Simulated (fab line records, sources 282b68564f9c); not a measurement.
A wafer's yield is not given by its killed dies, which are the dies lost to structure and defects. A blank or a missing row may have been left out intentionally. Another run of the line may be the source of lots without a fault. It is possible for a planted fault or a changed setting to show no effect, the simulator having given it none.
Shared-tool check	flow ritCmos	13 lots and 42 wafers in the sample

== WHY THIS WAS OPENED ==
1 of 13 lots carry a flag on the reading ACTIVE_NITRIDE_THK at RIT_ACTIVE_THK_MEAS_04. No-fault wafers: 149.6 nm, standard deviation 1.4.
Rule: flag the lot when none of its wafers has a number, or when each of its wafers that has one lies beyond 4 standard deviations from that mean. All remaining lots are regarded as sound.

lot	measured	on	ACTIVE_NITRIDE_THK (nm), wafer by wafer	flag
L396	day 1 14:33	filmMetro-04	151.2 150.9 150.4	
L397	day 1 18:35	filmMetro-04	151.2 151.0 150.6	
L398	day 2 01:49	filmMetro-04	150.9 150.8 149.7	
L399	day 2 04:33	filmMetro-02	151.2 150.9 150.8	
L401	day 2 16:59	filmMetro-01	150.4 151.4 150.7	
L408	day 4 02:58	filmMetro-01	220.6 221.1 220.7 220.6 220.9 220.7	FLAGGED
L409	day 4 08:14	filmMetro-04	151.4 149.4 150.2	
L412	day 4 22:28	filmMetro-04	148.3 146.9 147.7	
L413	day 5 02:34	filmMetro-04	148.2 146.6 147.8	
L414	day 5 08:10	filmMetro-04	149.5 148.2 148.3	
L417	day 5 23:41	filmMetro-01	148.8 148.3 148.1	
L418	day 6 03:34	filmMetro-04	148.5 149.8 148.9	
L419	day 6 10:34	filmMetro-02	149.8 150.7 149.5	
On average the flagged lots' numbers are 220.8 nm, which is +71.2 nm against the usual, or +51 standard deviations.

== WHICH TOOL EACH LOT WENT THROUGH ==
The record keeps 1 process step preceding the reading, out of 202 steps on the route. Every cell lists first the tool, next ch and the chambers used by the sampled wafers, and last the start.
lot	flag	RIT_ACTIVE_CVD_03
L396		lpcvd-01 ch 0, day 1 13:08
L397		lpcvd-01 ch 0, day 1 17:11
L398		lpcvd-01 ch 0, day 2 00:23
L399		lpcvd-01 ch 0, day 2 03:07
L401		lpcvd-01 ch 1, day 2 15:33
L408	FLAGGED	lpcvd-01 ch 0, day 4 01:33
L409		lpcvd-02 ch 0, day 4 06:07
L412		lpcvd-02 ch 0, day 4 21:02
L413		lpcvd-02 ch 0, day 5 01:07
L414		lpcvd-02 ch 1, day 5 06:45
L417		lpcvd-02 ch 1, day 5 22:16
L418		lpcvd-02 ch 1, day 6 02:07
L419		lpcvd-02 ch 0, day 6 09:08
These steps, and what they do:
- RIT_ACTIVE_CVD_03: deposits Si3N4 from SiH2Cl2/NH3, target thk 150 nm, time 1500 s.
- RIT_ACTIVE_THK_MEAS_04

== FLAGGED AGAINST TOTAL, ONE TOOL AT A TIME (gauges that did the reading follow at the end) ==
step	tool	lots run	flagged	share of the flagged lots	sound lots run after its first flagged lot
RIT_ACTIVE_CVD_03	lpcvd-01	6	1	all	0
RIT_ACTIVE_CVD_03	lpcvd-02	7	0	none	-
RIT_ACTIVE_THK_MEAS_04	filmMetro-01	3	1	all	1 (L417)
RIT_ACTIVE_THK_MEAS_04	filmMetro-02	2	0	none	-
RIT_ACTIVE_THK_MEAS_04	filmMetro-04	8	0	none	-

== THE TABLE: WHAT IT ALLOWS ==
lpcvd-01 at RIT_ACTIVE_CVD_03 and filmMetro-01 at RIT_ACTIVE_THK_MEAS_04 are the 2 rows of the table that ran each flagged lot.
- lpcvd-01 at RIT_ACTIVE_CVD_03 ran 6 lots, 1 of them flagged. It ran its last sound lot, L401, at day 2 15:33 and its first flagged lot, L408, at day 4 01:33: a fault with its onset between the two fits.
- filmMetro-01 at RIT_ACTIVE_THK_MEAS_04 ran 3 lots, 1 of them flagged. After the first flagged lot (L417), sound lots still ran on it; a lasting fault on the whole tool would not permit that.
One tool is left: lpcvd-01 at RIT_ACTIVE_CVD_03.

== WHAT WAS PUT IN BY THE SIMULATOR ==
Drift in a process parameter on lpcvd-01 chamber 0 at RIT_ACTIVE_CVD_03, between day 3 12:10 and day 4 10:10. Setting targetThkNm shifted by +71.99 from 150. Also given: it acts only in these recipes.
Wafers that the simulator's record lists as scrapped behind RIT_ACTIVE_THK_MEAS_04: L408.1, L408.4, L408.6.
Struck lots among those shown: L408. Same finding as the rule above.
